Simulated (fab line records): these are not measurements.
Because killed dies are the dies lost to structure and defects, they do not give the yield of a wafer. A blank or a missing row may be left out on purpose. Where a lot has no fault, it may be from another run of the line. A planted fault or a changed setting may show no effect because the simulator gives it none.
One fault seen from 2 desks	flow berkeleyCmos170	numbers are kept per desk, each desk with only its own; the story behind them comes last

## TOOL OWNER'S DESK, implanter-01
The tool's own readings at UCB170_NSD_IMPLANT_08: means of the sampled wafers that have a number, for each lot that ran on this tool. If a lot's mean is further than 4 standard deviations from the usual mean, the lot is out of limits and carries the mark OUT (the distance appears in the brackets).
Columns: A = doseIonsCm2 at UCB170_NSD_IMPLANT_08, usual 3e+15; B = endStationPressureTorr at UCB170_NSD_IMPLANT_08, usual 1.26e-05 Torr; C = faradayCurrentUA at UCB170_NSD_IMPLANT_08, usual 9261
lot	first seen here	A	B	C
L563	day 7 19:13	3e+15	1.22e-05	9421
L566	day 8 05:39	3e+15	1.29e-05	9185
L567	day 8 06:17	1e+15 (-99 or more) OUT	8.77e-06 (-6.0) OUT	4303 (-25) OUT
L568	day 9 06:28	1e+15 (-99 or more) OUT	7.90e-06 (-7.3) OUT	4325 (-25) OUT
L580	day 11 22:46	3e+15	1.25e-05	9361
L585	day 12 09:04	3e+15	1.28e-05	9238
L583	day 12 09:52	3e+15	1.25e-05	9300
L586	day 12 17:56	3e+15	1.28e-05	9205
This desk finds L567, L568 out of limits, L567 being first, at day 8 06:17 (doseIonsCm2 at UCB170_NSD_IMPLANT_08). L563, L566, L580, L585, L583, L586: within limits.

## AT THE METROLOGY DESK
Lot by lot, what the gauges showed, no matter which tool ran the lot: averages of those sampled wafers that carry a number. If a lot's mean is further than 4 standard deviations from the usual mean, the lot is out of limits and carries the mark OUT (the distance appears in the brackets).
Columns: A = NSD_TW at UCB170_NSD_TW_MEAS_10, usual 4192; B = NSD_RS at UCB170_SDANNEAL_RS_MEAS_03, usual 37.26 ohm/sq
lot	first seen here	A	B
L563	day 7 19:27	4260	37.13
L566	day 8 05:52	4220	37.18
L567	day 8 06:31	3753 (-10) OUT	60.86 (+99 or more) OUT
L568	day 9 06:42	3806 (-9.0) OUT	60.86 (+99 or more) OUT
L577	day 10 15:52	4155	37.36
L576	day 10 16:09	4151	37.27
L575	day 10 16:23	4232	37.39
L579	day 11 04:40	4226	37.16
L580	day 11 23:01	4238	37.33
L585	day 12 09:19	4253	37.15
L581	day 12 09:22	4142	37.09
L583	day 12 10:07	4165	37.27
L584	day 12 10:23	4144	37.25
L586	day 12 18:11	4147	37.29
This desk finds L567, L568 out of limits, with the earliest case on L567 at day 8 06:31 (NSD_TW at UCB170_NSD_TW_MEAS_10). L563, L566, L577, L576, L575, L579, L580, L585, L581, L583, L584, L586: within limits.

## ALL TOGETHER
On L567, L568, at day 8 06:17, an alarm was possible from the tool owner's desk.
On L567, L568, the metrology desk was in a position to raise an alarm at day 8 06:31.
UCB170_NSD_IMPLANT_08 was run on implanter-01 by each of the lots named.

## WHAT THE SIMULATOR PUT IN
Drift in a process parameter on implanter-01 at UCB170_NSD_IMPLANT_08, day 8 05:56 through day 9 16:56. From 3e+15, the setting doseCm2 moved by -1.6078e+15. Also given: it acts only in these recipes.
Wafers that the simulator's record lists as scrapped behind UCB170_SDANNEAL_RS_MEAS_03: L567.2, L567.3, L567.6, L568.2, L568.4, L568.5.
Lots struck among those shown: L567, L568.
Hours from the fault's start to each desk's first reading out of limits: the tool owner's desk, 0; the metrology desk, 1.
